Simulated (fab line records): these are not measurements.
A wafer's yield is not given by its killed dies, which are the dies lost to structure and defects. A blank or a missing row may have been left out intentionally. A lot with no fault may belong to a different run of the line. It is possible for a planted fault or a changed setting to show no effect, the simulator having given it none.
Struck lot and sound lot, side by side | flow ritCmos | 15 steps out of a route of 202
Sound: these wafers, L233.3, L233.4, L233.6. Struck: wafers L243.1, L243.5, L243.6. At the end, the cause is stated.
Order at every step that has rows: each side's tool, ch and its chambers, its first start. Under that, the readings that differ: sound wafers | struck wafers | difference of the means | sigmas: that difference in standard deviations of wafers without a fault.
alike: same words and numbers on both sides, and readings whose means sit less than 2 such deviations apart. not compared: any withheld reading, any reading some wafer has no value for, any bound like >300 that may hide the same value, and any number with overlapping values for which the record gives no deviation.
Wherever a step has rows on one side only, a row that says differs or no value, or a row with sigmas, the two part there. Numbers that have no deviation but don't overlap get no sigmas and don't part them. A reading missing from all wafers of one side parts the sides only when that side holds two or more wafers.

RIT_NLDD_OVL_MEAS_06:
  sound: overlay-01 at day 3 22:22; struck: overlay-01 at day 5 21:35
  alike: NLDD_OVL
then, 2 steps without rows for these wafers: RIT_NLDD_HARDBAKE_07 (time 60 s); RIT_NLDD_IMPLANT_08.
RIT_NLDD_STRIP_09: strips in O2, time 180 s.
  sound on plasmaAsher-04 ch 0,1, day 3 22:45; struck on plasmaAsher-04 ch 0,1, day 5 21:56
  alike: drypumpMotorCurrentA
  not compared: rfHoursCounterH
RIT_NLDD_TW_MEAS_10:
  sound: filmMetro-03 at day 3 22:53; struck: filmMetro-03 at day 5 22:07
  alike: NLDD_TW
then, 6 steps without rows for these wafers: RIT_PLDD_HMDS_00 (prime time 60 s); RIT_PLDD_COAT_01 (resist thk 1012 nm); RIT_PLDD_SOFTBAKE_02 (time 60 s); RIT_PLDD_EXPOSE_03 (exposes mask M8, target cd 40900 nm); RIT_PLDD_PEB_04; RIT_PLDD_DEVELOP_05 (develop time 50 s).
RIT_PLDD_OVL_MEAS_06:
  sound: overlay-01 at day 3 23:47; struck: overlay-02 at day 5 23:02
  alike: PLDD_OVL
RIT_PLDD_HARDBAKE_07: time 60 s.
  sound on lithoTrack-01 ch 0, day 3 23:52; struck on lithoTrack-01 ch 0, day 5 23:04
reading                                  | sound                | struck               | difference | sigmas
heaterPowerTotalW (W)                    | 62.53 62.60 62.54    | 59.53 59.62 59.49    | -3.01      | -63
plateTempC (C)                           | 140.12 140.23 140.10 | 134.61 134.57 134.72 | -5.52      | -39
model.NOVOLAK_of_PLDD_COAT_01.thkNm (nm) | 896.1 894.6 894.9    | 902.9 902.8 900.5    | +6.9       | 
then, 1 step without rows for these wafers: RIT_PLDD_IMPLANT_08.
RIT_M1_PROBE_99:
  sound: prober-02 at day 4 14:00; struck: prober-02 at day 6 14:05
  alike: killedAtFrontEnd, killedDies, killedOpen, killedShort

## WHERE THEY PART
At RIT_PLDD_HARDBAKE_07 and nowhere else, as far as this record goes. Later steps at which nothing parts them and some readings are alike: RIT_M1_PROBE_99.

WHY: the cause the simulator had injected
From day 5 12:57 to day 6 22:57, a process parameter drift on lithoTrack-01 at RIT_PLDD_HARDBAKE_07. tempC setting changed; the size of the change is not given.
